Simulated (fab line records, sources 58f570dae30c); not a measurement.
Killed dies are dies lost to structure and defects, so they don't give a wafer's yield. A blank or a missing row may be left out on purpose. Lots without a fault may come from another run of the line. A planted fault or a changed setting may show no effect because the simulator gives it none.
Split-lot experiment | flow berkeley_cmos170 | 5 lots, 23 wafers read, on a route of 331 steps

THE SPLIT
At UCB170_PSD_PEB_04, the setting peb_temp_c was moved away from the recipe's 130 C on 10 of the 23 wafers read, by -3.0% to +3.0%. The other wafers ran this setting at the recipe's value.

FROM THE SPLIT TO THE READING: what the file shows between them, 1 step
- UCB170_PSD_DEVELOP_05: develop time 45 s

THE READING
cd_nm, in nm, at UCB170_PSD_CD_MEAS_06 (target cd 1200 nm). Fault-free wafers of this fab line usually give 1199.7 nm, standard deviation 1.5 nm.

wafer  | tool, chamber at the split | peb_temp_c as run, C | against the recipe | cd_nm, nm | against lot-mates on the recipe
L075.1 | litho_track-03, 0          | 130                  | recipe             | 1199.6    | -
L075.2 | litho_track-03, 0          | 133.5                | +2.7%              | 1219.0    | +19.7
L075.3 | litho_track-03, 0          | 133.5                | +2.7%              | 1219.7    | +20.4
L075.4 | litho_track-03, 0          | 133.5                | +2.7%              | 1220.6    | +21.2
L075.5 | litho_track-03, 0          | 130                  | recipe             | 1199.1    | -
L078.3 | litho_track-03, 0          | 130                  | recipe             | 1200.3    | -
L078.4 | litho_track-03, 0          | 130                  | recipe             | 1199.6    | -
L078.5 | litho_track-03, 0          | 130                  | recipe             | 1199.8    | -
L080.1 | litho_track-02, 0          | 133.9                | +3.0%              | 1221.4    | +21.2
L080.2 | litho_track-02, 0          | 133.9                | +3.0%              | 1222.6    | +22.4
L080.3 | litho_track-02, 0          | 130                  | recipe             | 1200.4    | -
L080.4 | litho_track-02, 0          | 133.9                | +3.0%              | 1221.5    | +21.3
L080.6 | litho_track-02, 0          | 130                  | recipe             | 1200.0    | -
L082.1 | litho_track-04, 0          | 130                  | recipe             | 1198.4    | -
L082.2 | litho_track-04, 0          | 128.3                | -1.3%              | 1186.6    | -12.6
L082.3 | litho_track-04, 0          | 130                  | recipe             | 1199.7    | -
L082.4 | litho_track-04, 0          | 130                  | recipe             | 1199.5    | -
L082.6 | litho_track-04, 0          | 128.3                | -1.3%              | 1188.0    | -11.2
L084.1 | litho_track-03, 0          | 130                  | recipe             | 1197.5    | -
L084.2 | litho_track-03, 0          | 126.1                | -3.0%              | 1165.7    | -32.3
L084.3 | litho_track-03, 0          | 130                  | recipe             | 1198.8    | -
L084.5 | litho_track-03, 0          | 130                  | recipe             | 1197.8    | -
L084.6 | litho_track-03, 0          | 126.1                | -3.0%              | 1167.5    | -30.5

THE FIT
A straight line over all 23 wafers: cd_nm changes by +8.67 nm for each +1% of peb_temp_c; r = +0.99; the points scatter about the line by 2.3 nm.
The same after taking each lot's own level away (the mean of its wafers on the recipe; 23 wafers): +8.42 nm for each +1%; r = +0.99; scatter 2.1 nm.
On that fit, the largest move of peb_temp_c shifts the reading by 25 nm.
The lots' own levels span 1198.03 to 1200.20 nm, that is 1.4 times the standard deviation above.
So the lot-to-lot level changes the slope little: the two slopes agree.
Check: with one of the wafers moved furthest among these (+3.0%) left out of the fit, the line predicts +24.3 nm for it against its lot-mates. It came out at +21.2 nm against them.

OTHER SPLITS ON THESE WAFERS
These wafers also went through other splits before the reading. Each is held against what the fit with the lots' levels taken away leaves over:
other split on the same wafers    | wafers away from the commonest value | r with cd_nm (lot level and that fit taken away)
UCB170_ZERO_STRIP_07 o2_flow_sccm | 8                                    | -0.05
UCB170_NWELL_IMPLANT_14 dose_cm2  | 11                                   | +0.42
UCB170_PFIELD_COAT_01 spin_rpm    | 5                                    | +0.22
UCB170_GATE_CVD_04 pressure_mtorr | 18                                   | -0.20
UCB170_PLDD_COAT_01 resist_thk_nm | 7                                    | -0.01
UCB170_PLDD_SOFTBAKE_02 temp_c    | 8                                    | -0.26

THE FILE'S OWN FIT
cd_nm changes by +8.52 nm for each +1% of peb_temp_c, r = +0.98.
